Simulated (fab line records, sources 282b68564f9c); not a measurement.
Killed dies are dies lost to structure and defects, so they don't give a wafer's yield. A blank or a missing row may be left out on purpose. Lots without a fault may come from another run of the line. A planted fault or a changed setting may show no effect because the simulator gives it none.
Which tool did it? | flow rit_cmos | 14 lots, 42 wafers sampled, at 3 steps of a route of 202

WHAT THE GAUGES READ, wafer by wafer
RIT_PWELL_TW_MEAS_10. Usual: PWELL_TW 947, standard deviation 7.8.
lot  | measured    | on            | PWELL_TW                | flag
L775 | day 1 22:55 | film_metro-01 | 956 955 955             |
L776 | day 2 04:04 | film_metro-01 | 963 959 965             |
L777 | day 2 09:26 | film_metro-01 | 957 949 964             |
L778 | day 2 14:49 | film_metro-04 | 948 948 947             |
L780 | day 2 23:50 | film_metro-01 | 953 957 953             |
L781 | day 3 04:33 | film_metro-02 | 938 942 939             |
L782 | day 3 10:01 | film_metro-02 | 941 942 945             |
L788 | day 4 16:01 | film_metro-02 | 910 904 910 905 908 907 | OFF
L791 | day 5 07:12 | film_metro-04 | 910 905 912 908 915 910 | OFF
L792 | day 5 13:32 | film_metro-02 | 944 942 950             |
L795 | day 6 03:38 | film_metro-02 | 940 946 942             |
L796 | day 6 08:23 | film_metro-02 | 940 941 942             |
L797 | day 6 13:38 | film_metro-04 | 940 942 944             |
L798 | day 6 19:06 | film_metro-04 | 947 949 948             |

RIT_WELLDRIVE_RS_MEAS_02: measures by four-point-probe. Usual: PWELL_RS 429.0 ohm/sq, standard deviation 1.2.
lot  | measured    | on            | PWELL_RS (ohm/sq)                   | flag
L775 | day 2 04:11 | film_metro-04 | 428.8 429.0 428.8                   |
L776 | day 2 09:22 | film_metro-04 | 427.5 430.8 429.3                   |
L777 | day 2 14:43 | film_metro-01 | 428.0 429.0 428.6                   |
L778 | day 2 20:05 | film_metro-01 | 430.6 430.1 429.5                   |
L780 | day 3 05:07 | film_metro-01 | 427.5 429.7 429.9                   |
L781 | day 3 09:49 | film_metro-01 | 430.6 430.0 430.7                   |
L782 | day 3 15:16 | film_metro-01 | 429.4 429.1 429.1                   |
L788 | day 5 00:42 | film_metro-02 | 458.6 458.5 457.7 457.2 458.2 456.6 | OFF
L791 | day 5 16:05 | film_metro-01 | 461.2 461.2 460.2 460.4 461.9 459.5 | OFF
L792 | day 5 19:01 | film_metro-01 | 428.8 428.8 429.1                   |
L795 | day 6 09:17 | film_metro-01 | 429.2 430.3 430.0                   |
L796 | day 6 13:40 | film_metro-01 | 429.1 428.2 428.3                   |
L797 | day 6 18:55 | film_metro-01 | 431.1 429.3 429.0                   |
L798 | day 7 00:22 | film_metro-01 | 426.6 428.1 429.2                   |

WHICH TOOL RAN EACH LOT (tool, then ch and the chambers of the sampled wafers, then the start)
lot  | RIT_PWELL_IMPLANT_08
L775 | implanter-04 ch 0, day 1 22:36
L776 | implanter-04 ch 0, day 2 03:47
L777 | implanter-03 ch 0, day 2 09:07
L778 | implanter-01 ch 0, day 2 14:31
L780 | implanter-03 ch 0, day 2 23:32
L781 | implanter-04 ch 0, day 3 04:14
L782 | implanter-04 ch 0, day 3 09:41
L788 | implanter-04 ch 0, day 4 15:43
L791 | implanter-04 ch 0, day 5 06:53
L792 | implanter-01 ch 0, day 5 13:12
L795 | implanter-03 ch 0, day 6 03:19
L796 | implanter-01 ch 0, day 6 08:05
L797 | implanter-03 ch 0, day 6 13:20
L798 | implanter-01 ch 0, day 6 18:47
- RIT_PWELL_IMPLANT_08

WHAT THE TOOLS THEMSELVES READ (means of the sampled wafers that have a number; where no wafer has one, the mark that the record gives instead)
RIT_PWELL_IMPLANT_08. Usual: beam_on_s 10.00 s, standard deviation 0.22; faraday_current_uA 222, standard deviation 4.9.
lot  | tool         | beam_on_s (s) | faraday_current_uA | flag
L775 | implanter-04 | 10.08         | 220                |
L776 | implanter-04 | 10.10         | 220                |
L777 | implanter-03 | 9.97          | 222                |
L778 | implanter-01 | 10.00         | 221                |
L780 | implanter-03 | 9.88          | 225                |
L781 | implanter-04 | 10.29         | 216                |
L782 | implanter-04 | 9.99          | 222                |
L788 | implanter-04 | 8.87          | 250                | OFF
L791 | implanter-04 | 8.83          | 251                | OFF
L792 | implanter-01 | 10.00         | 221                |
L795 | implanter-03 | 9.86          | 225                |
L796 | implanter-01 | 9.84          | 226                |
L797 | implanter-03 | 9.93          | 223                |
L798 | implanter-01 | 9.97          | 223                |

THE ANSWER, worked out from the rows above alone
Rule: a lot is off if the mean of its wafers that have a number lies more than 3 standard deviations from the usual mean. A lot without any number at a reading at which 4 lots or more have one is off too. The other lots that the step has rows for count as sound. The gauges are gone through in route order, then the tools' own readings, and for those a lot's mean is taken as printed above. The first step at which some lot is off is used, and at that step the reading that is off furthest; a lot without a number counts as furthest.
Off: L788, L791, at RIT_PWELL_TW_MEAS_10 (PWELL_TW).
A tool fits if, at a process step before that reading, it ran every lot that is off, and no sound lot after the first of them. The gauges at RIT_PWELL_TW_MEAS_10 aren't tried: what is off there is off at RIT_PWELL_IMPLANT_08 too, on other tools, and a gauge's error can't cause that. One fits: implanter-04 at RIT_PWELL_IMPLANT_08. Its last sound lot is L782 (day 3 09:41), its first lot that is off L788 (day 4 15:43): a fault that began between those two fits.
The tool's own readings at RIT_PWELL_IMPLANT_08 bear it out: on the lots that are off they differ by more than 5 times the standard deviation of the sound lots' means. beam_on_s reads 8.85 s there against 9.99 s on the sound lots; faraday_current_uA reads 250 there against 222 on the sound lots.

WHAT THE SIMULATOR HAD PUT IN
Process parameter drift: implanter-04, from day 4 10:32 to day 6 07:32, at RIT_PWELL_IMPLANT_08. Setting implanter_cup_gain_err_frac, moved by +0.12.
Lots struck among those shown: L788, L791. The rule above found the same.
